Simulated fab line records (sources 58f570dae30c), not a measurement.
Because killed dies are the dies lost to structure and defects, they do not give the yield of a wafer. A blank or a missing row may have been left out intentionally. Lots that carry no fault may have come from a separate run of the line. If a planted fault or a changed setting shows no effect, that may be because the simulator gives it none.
Split-lot trial / flow berkeleyCmos170 / 5 lots, 23 wafers read, on a route of 331 steps

## THE SPLIT ITSELF
At UCB170_GATE_CVD_04 (deposits poly-Si from SiH4, time 1440 s, target thk 214 nm), the setting tempC was moved away from the recipe's 610 C on 15 of the 23 wafers read, by -1.2% to +3.0%. This setting was run at the recipe's value on the other wafers.

## BETWEEN THE SPLIT AND THE READING: the file shows 1 step in between
- UCB170_GATE_THK_MEAS_05

## THE READING
oesProductAu, in a.u., at UCB170_GATE_ETCH_15 (etches poly-Si in HBr/Cl2, stops on SiO2, time 56.3 s, target depth 278.2 nm). A value of 0.838 a.u. with a standard deviation of 0.014 a.u. is what fault-free wafers of this fab line usually give.

wafer=L074.1; tool, chamber at the split=lpcvd-02, 1; tempC as run, C=610; against the recipe=recipe; oesProductAu, a.u.=0.836; against lot-mates on the recipe=-
wafer=L074.3; tool, chamber at the split=lpcvd-02, 1; tempC as run, C=610; against the recipe=recipe; oesProductAu, a.u.=0.855; against lot-mates on the recipe=-
wafer=L074.5; tool, chamber at the split=lpcvd-02, 1; tempC as run, C=610; against the recipe=recipe; oesProductAu, a.u.=0.839; against lot-mates on the recipe=-
wafer=L079.1; tool, chamber at the split=-, -; tempC as run, C=628; against the recipe=+3.0%; oesProductAu, a.u.=1.008; against lot-mates on the recipe=no lot-mate on the recipe
wafer=L079.2; tool, chamber at the split=-, -; tempC as run, C=628; against the recipe=+3.0%; oesProductAu, a.u.=1.024; against lot-mates on the recipe=no lot-mate on the recipe
wafer=L079.3; tool, chamber at the split=-, -; tempC as run, C=628; against the recipe=+3.0%; oesProductAu, a.u.=1.002; against lot-mates on the recipe=no lot-mate on the recipe
wafer=L079.4; tool, chamber at the split=-, -; tempC as run, C=628; against the recipe=+3.0%; oesProductAu, a.u.=0.974; against lot-mates on the recipe=no lot-mate on the recipe
wafer=L079.6; tool, chamber at the split=-, -; tempC as run, C=628; against the recipe=+3.0%; oesProductAu, a.u.=1.006; against lot-mates on the recipe=no lot-mate on the recipe
wafer=L078.1; tool, chamber at the split=-, -; tempC as run, C=602.4; against the recipe=-1.2%; oesProductAu, a.u.=0.728; against lot-mates on the recipe=no lot-mate on the recipe
wafer=L078.2; tool, chamber at the split=-, -; tempC as run, C=602.4; against the recipe=-1.2%; oesProductAu, a.u.=0.751; against lot-mates on the recipe=no lot-mate on the recipe
wafer=L078.3; tool, chamber at the split=-, -; tempC as run, C=602.4; against the recipe=-1.2%; oesProductAu, a.u.=0.731; against lot-mates on the recipe=no lot-mate on the recipe
wafer=L078.5; tool, chamber at the split=-, -; tempC as run, C=602.4; against the recipe=-1.2%; oesProductAu, a.u.=0.722; against lot-mates on the recipe=no lot-mate on the recipe
wafer=L078.6; tool, chamber at the split=-, -; tempC as run, C=602.4; against the recipe=-1.2%; oesProductAu, a.u.=0.739; against lot-mates on the recipe=no lot-mate on the recipe
wafer=L082.1; tool, chamber at the split=-, -; tempC as run, C=610; against the recipe=recipe; oesProductAu, a.u.=0.882; against lot-mates on the recipe=-
wafer=L082.2; tool, chamber at the split=-, -; tempC as run, C=610; against the recipe=recipe; oesProductAu, a.u.=0.822; against lot-mates on the recipe=-
wafer=L082.3; tool, chamber at the split=-, -; tempC as run, C=610; against the recipe=recipe; oesProductAu, a.u.=0.888; against lot-mates on the recipe=-
wafer=L082.4; tool, chamber at the split=-, -; tempC as run, C=610; against the recipe=recipe; oesProductAu, a.u.=0.858; against lot-mates on the recipe=-
wafer=L082.6; tool, chamber at the split=-, -; tempC as run, C=610; against the recipe=recipe; oesProductAu, a.u.=0.870; against lot-mates on the recipe=-
wafer=L083.1; tool, chamber at the split=-, -; tempC as run, C=627.8; against the recipe=+2.9%; oesProductAu, a.u.=1.013; against lot-mates on the recipe=no lot-mate on the recipe
wafer=L083.2; tool, chamber at the split=-, -; tempC as run, C=627.8; against the recipe=+2.9%; oesProductAu, a.u.=1.034; against lot-mates on the recipe=no lot-mate on the recipe
wafer=L083.3; tool, chamber at the split=-, -; tempC as run, C=627.8; against the recipe=+2.9%; oesProductAu, a.u.=1.019; against lot-mates on the recipe=no lot-mate on the recipe
wafer=L083.4; tool, chamber at the split=-, -; tempC as run, C=627.8; against the recipe=+2.9%; oesProductAu, a.u.=0.977; against lot-mates on the recipe=no lot-mate on the recipe
wafer=L083.6; tool, chamber at the split=-, -; tempC as run, C=627.8; against the recipe=+2.9%; oesProductAu, a.u.=0.981; against lot-mates on the recipe=no lot-mate on the recipe

THE FIT
A straight line over all 23 wafers: oesProductAu changes by +0.0597 a.u. for each +1% of tempC; r = +0.97; the points scatter about the line by 0.027 a.u.
Too few moved wafers have a lot-mate on the recipe to fit a line with each lot's own level taken away.

## THE WHOLE CHAIN: every reading that the file lists as answering this split, in the file's order
step=UCB170_GATE_CVD_04; what it does=deposits poly-Si from SiH4, time 1440 s, target thk 214 nm; reading=poly-Si_of_GATE_CVD_04.thkNm (the simulator's own value, which no gauge read); change (the file's fit)=+35.5 nm for each +1% of the setting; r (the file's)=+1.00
step=UCB170_GATE_THK_MEAS_05; what it does=; reading=GATE_POLY_THK; change (the file's fit)=+35.5 for each +1% of the setting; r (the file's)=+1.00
step=UCB170_GATE_ETCH_15; what it does=etches poly-Si in HBr/Cl2, stops on SiO2, time 56.3 s, target depth 278.2 nm; reading=oesProductAu; change (the file's fit)=+0.0597 a.u. for each +1% of the setting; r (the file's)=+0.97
step=UCB170_GATE_ETCH_15; what it does=etches poly-Si in HBr/Cl2, stops on SiO2, time 56.3 s, target depth 278.2 nm; reading=GATE.featureDepthNm (the simulator's own value, which no gauge read); change (the file's fit)=+21.7 nm for each +1% of the setting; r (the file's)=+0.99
step=UCB170_GATE_ETCH_15; what it does=etches poly-Si in HBr/Cl2, stops on SiO2, time 56.3 s, target depth 278.2 nm; reading=etch.depthNm (the simulator's own value, which no gauge read); change (the file's fit)=+22.6 nm for each +1% of the setting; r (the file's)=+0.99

## THE FILE'S OWN FIT
oesProductAu changes by +0.0597 a.u. for each +1% of tempC, r = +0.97.
